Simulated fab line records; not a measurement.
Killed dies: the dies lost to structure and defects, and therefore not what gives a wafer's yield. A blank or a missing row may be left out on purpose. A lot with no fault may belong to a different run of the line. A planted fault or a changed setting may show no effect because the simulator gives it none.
Lot-split experiment    flow berkeley cmos170    5 lots, 23 wafers read, on a route of 331 steps

THE SPLIT
At UCB170_V1_CVD_00 (deposits SiO2 from TEOS/O2, target thk 2000 nm, time 250 s), the setting time s was moved away from the recipe's 250 s on 8 of the 23 wafers read, by -8.1% to +8.9%. All remaining wafers had this setting at the recipe value.

There is no step in the file separating the split from the reading.

THE READING
At UCB170_V1_THK_MEAS_01: V1_TEOS_THK, given in nm. A value of 1992 nm with a standard deviation of 20 nm is what fault-free wafers of this fab line usually give.

wafer   tool, chamber at the split  time s as run, s  against the recipe  V1_TEOS_THK, nm  against lot-mates on the recipe
L074.1  pecvd-03, 2                 250               recipe              1967             -
L074.5  pecvd-03, 0                 250               recipe              1999             -
L074.6  pecvd-03, 1                 250               recipe              1997             -
L076.1  pecvd-02, 2                 272.3             +8.9%               2153             +160
L076.2  pecvd-02, 1                 272.3             +8.9%               2105             +112
L076.3  pecvd-02, 0                 272.3             +8.9%               2144             +151
L076.4  pecvd-02, 2                 250               recipe              2002             -
L076.6  pecvd-02, 0                 250               recipe              1984             -
L077.2  pecvd-03, 1                 250               recipe              1985             -
L077.3  pecvd-03, 2                 229.7             -8.1%               1851             -141
L077.4  pecvd-03, 1                 229.7             -8.1%               1841             -151
L077.5  pecvd-03, 0                 229.7             -8.1%               1844             -148
L077.6  pecvd-03, 2                 250               recipe              1999             -
L081.1  pecvd-03, 1                 250               recipe              1972             -
L081.2  pecvd-03, 2                 250               recipe              1960             -
L081.3  pecvd-03, 0                 250               recipe              1985             -
L081.5  pecvd-03, 0                 250               recipe              2025             -
L081.6  pecvd-03, 1                 250               recipe              1988             -
L084.1  pecvd-04, 0                 250               recipe              1953             -
L084.3  pecvd-04, 1                 250               recipe              1979             -
L084.4  pecvd-04, 2                 261.6             +4.6%               2092             +110
L084.5  pecvd-04, 1                 261.6             +4.6%               2095             +113
L084.6  pecvd-04, 0                 250               recipe              2015             -

THE FIT
A straight line over all 23 wafers: V1_TEOS_THK changes by +17.4 nm for each +1% of time s; r = +0.97; the points scatter about the line by 20 nm.
The same after taking each lot's own level away (the mean of its wafers on the recipe; 23 wafers): +17.5 nm for each +1%; r = +0.97; scatter 21 nm.
The reading moves by 1.6e+02 nm for the largest change in time s, on that fit.
Across the lots, their own levels run from 1982.3 to 1993.0 nm, a range of 0.5 times the standard deviation given above.
The two slopes agree, so the slope changes little with the lot-to-lot level.
Check: with one of the wafers moved furthest among these (+8.9%) left out of the fit, the line predicts +155 nm for it against its lot-mates. Against them it came out at +160 nm.

THESE WAFERS: OTHER SPLITS
Before the reading, these wafers also passed through other splits. Each is held against what the fit with the lots' levels taken away leaves over:
other split on the same wafers         wafers away from the commonest value  r with V1_TEOS_THK (lot level and that fit taken away)
UCB170_SPACER_CVD_00 time s            7                                     -0.07
UCB170_BACKSIDE_COAT_01 resist thk nm  5                                     -0.24
UCB170_SILICIDE_SPUTTER_01 power w     6                                     +0.00
UCB170_M1_PEB_07 peb temp c            5                                     -0.19

THE WHOLE CHAIN: every reading that the file lists as answering this split, in the file's order
step                   what it does                                                reading                                                                    change (the file's fit)               r (the file's)
UCB170_V1_CVD_00       deposits SiO2 from TEOS/O2, target thk 2000 nm, time 250 s  SiO2_of_V1_CVD_00.thk nm (the simulator's own value, which no gauge read)  +17.9 nm for each +1% of the setting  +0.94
UCB170_V1_THK_MEAS_01                                                              V1_TEOS_THK                                                                +17.7 for each +1% of the setting     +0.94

FILE'S OWN FIT
V1_TEOS_THK changes by +17.7 nm for each +1% of time s, r = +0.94.
